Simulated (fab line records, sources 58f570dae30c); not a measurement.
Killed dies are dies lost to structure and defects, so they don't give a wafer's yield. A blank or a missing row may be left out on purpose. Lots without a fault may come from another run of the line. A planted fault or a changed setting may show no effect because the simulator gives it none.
Chamber matching | flow berkeley_cmos170 | UCB170_ZERO_ETCH_06 on rie_diel-01: 4 sister chambers
The step etches SiO2 in CHF3/CF4/Ar, time 12 s. 20 wafers are shown with their chamber, then 10 later ones without.

WAFERS WITH THEIR CHAMBER
wafer  | chamber | drypump_motor_current_A (A) | oes_product_au (a.u.) | throttle_valve_pct (%)
L078.1 | 3       | 5.9                         | 0.603                 | 9.25
L078.2 | 0       | 5.7                         | 0.614                 | 9.26
L078.4 | 2       | 5.0                         | 0.617                 | 9.25
L081.2 | 0       | 5.7                         | 0.622                 | 9.27
L081.4 | 2       | 5.0                         | 0.621                 | 9.27
L081.5 | 3       | 5.9                         | 0.598                 | 9.26
L083.1 | 3       | 6.0                         | 0.596                 | 9.27
L083.5 | 2       | 5.0                         | 0.616                 | 9.23
L083.6 | 1       | 6.6                         | 0.609                 | 9.25
L084.2 | 0       | 5.7                         | 0.621                 | 9.27
L084.4 | 1       | 6.6                         | 0.601                 | 9.26
L084.6 | 1       | 6.6                         | 0.603                 | 9.26
L088.1 | 2       | 5.0                         | 0.615                 | 9.24
L088.3 | 3       | 5.9                         | 0.599                 | 9.28
L088.5 | 3       | 5.9                         | 0.601                 | 9.27
L089.3 | 0       | 5.7                         | 0.614                 | 9.26
L089.4 | 1       | 6.6                         | 0.599                 | 9.26
L089.6 | 3       | 6.0                         | 0.601                 | 9.28
L090.3 | 0       | 5.7                         | 0.617                 | 9.27
L090.5 | 0       | 5.8                         | 0.624                 | 9.28

SIGNATURES (means of the wafers above)
reading                 | chamber 0 | chamber 1 | chamber 2 | chamber 3 | scatter within a chamber
drypump_motor_current_A | 5.717     | 6.600     | 5.000     | 5.933     | 0.0368
oes_product_au          | 0.61867   | 0.60300   | 0.61725   | 0.59967   | 0.00353
throttle_valve_pct      | 9.2683    | 9.2575    | 9.2475    | 9.2683    | 0.0109
Rule: a wafer's distance from a chamber is the root of the sum, over the readings, of the square of ((its reading less the chamber's mean) divided by the reading's scatter). The wafer belongs to the nearest chamber; if the next one is less than 2 further off, it can't be placed. The scatter: the root of (the sum of the squares of (reading less its chamber's mean) over the shown wafers, divided by (wafers less chambers)).

WAFERS WITHOUT THEIR CHAMBER
wafer  | drypump_motor_current_A (A) | oes_product_au (a.u.) | throttle_valve_pct (%)
L090.6 | 5.9                         | 0.608                 | 9.26
L094.3 | 6.6                         | 0.608                 | 9.27
L094.5 | 5.9                         | 0.599                 | 9.27
L094.6 | 5.7                         | 0.614                 | 9.26
L096.2 | 6.6                         | 0.612                 | 9.26
L096.3 | 5.7                         | 0.624                 | 9.27
L096.4 | 5.9                         | 0.593                 | 9.27
L097.1 | 5.0                         | 0.617                 | 9.25
L097.3 | 5.7                         | 0.616                 | 9.28
L097.6 | 5.7                         | 0.622                 | 9.28

WHICH CHAMBER EACH WENT THROUGH
wafer  | from the rows above | in truth
L090.6 | 3                   | 3
L094.3 | 1                   | 1
L094.5 | 3                   | 3
L094.6 | 0                   | 0
L096.2 | 1                   | 1
L096.3 | 0                   | 0
L096.4 | 3                   | 3
L097.1 | 2                   | 2
L097.3 | 0                   | 0
L097.6 | 0                   | 0
Placed correctly: 10 of 10. Can't be placed from these rows: 0. Placed wrongly: 0.
